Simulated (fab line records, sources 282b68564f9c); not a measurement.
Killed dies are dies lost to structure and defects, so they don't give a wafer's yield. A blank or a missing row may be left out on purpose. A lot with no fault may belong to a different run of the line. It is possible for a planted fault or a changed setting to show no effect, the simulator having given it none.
Comparing a struck lot with a sound one    flow rit-cmos    19 steps out of a route of 202
Sound: the wafers L591.2, L591.5, L591.6. The struck wafers were L605.1, L605.4, L605.5. The cause is named last.
At each step with rows: each side's tool, then ch and its chambers, then its first start. Under that, the readings that differ: sound wafers    struck wafers    difference of the means    sigmas: that difference in standard deviations of wafers without a fault.
alike: words and numbers the same on both sides, and readings whose means are apart by under 2 such deviations; not compared: readings that were withheld, readings missing a value for some wafer, numbers with overlapping values and no deviation given by the record, and bounds like >300 which may hide the same value.
The two part at a step that has a row with sigmas, a row that says differs or no value, or rows on one side only. When numbers do not overlap yet have no deviation, they are printed without sigmas and do not part them. A reading that every wafer of one side lacks parts them only if that side has two wafers or more.

RIT_CONTACT_STRIP_12: strips in O2, time 180 s.
  sound on plasma-asher-01 ch 0,1, day 4 03:16; struck on plasma-asher-04 ch 0,1, day 6 22:17
  alike: drypump-motor-current-A
  not compared: rf-hours-counter-h
RIT_CONTACT_CD_MEAS_90: the cd target is 1000 nm.
  sound: cd-sem-02 at day 4 03:27; struck: cd-sem-01 at day 6 22:28
  alike: cd-nm
then, 2 steps without rows for these wafers: RIT_CONTACT_CLEAN_13 (cleans in SC1, time 600 s); RIT_CONTACT_CLEAN_14 (cleans in SC2, time 600 s).
RIT_M1_SPUTTER_00: material Al, target thk 400 nm, time 500 s.
  sound: pvd-sputter-01 at day 4 03:54; struck: pvd-sputter-04 at day 6 22:56
  alike: chamber-pressure-pa, throttle-valve-pct
RIT_M1_RS_MEAS_01: measures by four-point-probe.
  sound: film-metro-04 at day 4 04:13; struck: film-metro-02 at day 6 23:14
  alike: M1_AL_RS
RIT_M1_THK_MEAS_02: measures by xrf.
  sound: film-metro-04 at day 4 04:20; struck: film-metro-02 at day 6 23:21
  alike: M1_AL_THK
then, 5 steps without rows for these wafers: RIT_M1_HMDS_03 (prime time 60 s); RIT_M1_COAT_04 (resist thk 1280 nm); RIT_M1_SOFTBAKE_05 (time 60 s); RIT_M1_EXPOSE_06 (exposes mask M12, target cd 2600 nm); RIT_M1_PEB_07.
RIT_M1_DEVELOP_08: develop time 68 s.
  sound on litho-track-02 ch 0, day 4 05:00; struck on litho-track-04 ch 0, day 7 00:00
  alike: resist-line-temp-C
RIT_M1_CD_MEAS_09: the cd target is 2600 nm.
  sound: cd-sem-02 at day 4 05:17; struck: cd-sem-02 at day 7 00:42
reading     sound                 struck                difference  sigmas
cd-nm (nm)  2601.8 2600.1 2599.3  2639.4 2641.7 2642.0  +40.6       +21
  not compared: hold
RIT_M1_OVL_MEAS_10:
  sound: overlay-02 at day 4 05:23; struck: overlay-01 at day 7 02:16
reading      sound        struck                                                                      difference                    sigmas
hold         - - -        await-dispo/1.4h/release await-dispo/1.4h/release await-dispo/1.4h/release  no value on the sound wafers  
M1_OVL (nm)  3.2 3.7 3.0  0.9 0.6 0.6                                                                 -2.6                          -2
then, 1 step without rows for these wafers: RIT_M1_HARDBAKE_11 (time 120 s).
RIT_M1_METAL_ETCH_12: etches Al in Cl2/BCl3, stops on SiO2, time 165 s, target depth 600 nm.
  sound on rie-metal-02 ch 0,1, day 4 05:40; struck on rie-metal-02 ch 0,1, day 7 02:42
reading              sound           struck          difference  sigmas
model.M1.cd-nm (nm)  2601 2600 2599  2639 2642 2641  +41         
  alike: drypump-motor-current-A, oes-product-au, throttle-valve-pct
  not compared: rf-hours-counter-h
then, 1 step without rows for these wafers: RIT_M1_STRIP_13 (strips in nmp, time 600 s).
RIT_M1_PROBE_99:
  sound: prober-02 at day 4 07:58; struck: prober-02 at day 7 07:21
  alike: defect-limited-yield, killed-at-contacts, killed-at-front-end, killed-dies, killed-open, killed-short, sort_bin_3_pad_short, sort_bin_5_function, sort_bin_6_memory, sort-n-pass, sort-yield-pct

WHERE THEY PART
Last at RIT_M1_OVL_MEAS_10 as far as this record goes, first at RIT_M1_CD_MEAS_09. Later steps at which nothing parts them and some readings are alike: RIT_M1_METAL_ETCH_12, RIT_M1_PROBE_99.

WHY: whatever the simulator had introduced
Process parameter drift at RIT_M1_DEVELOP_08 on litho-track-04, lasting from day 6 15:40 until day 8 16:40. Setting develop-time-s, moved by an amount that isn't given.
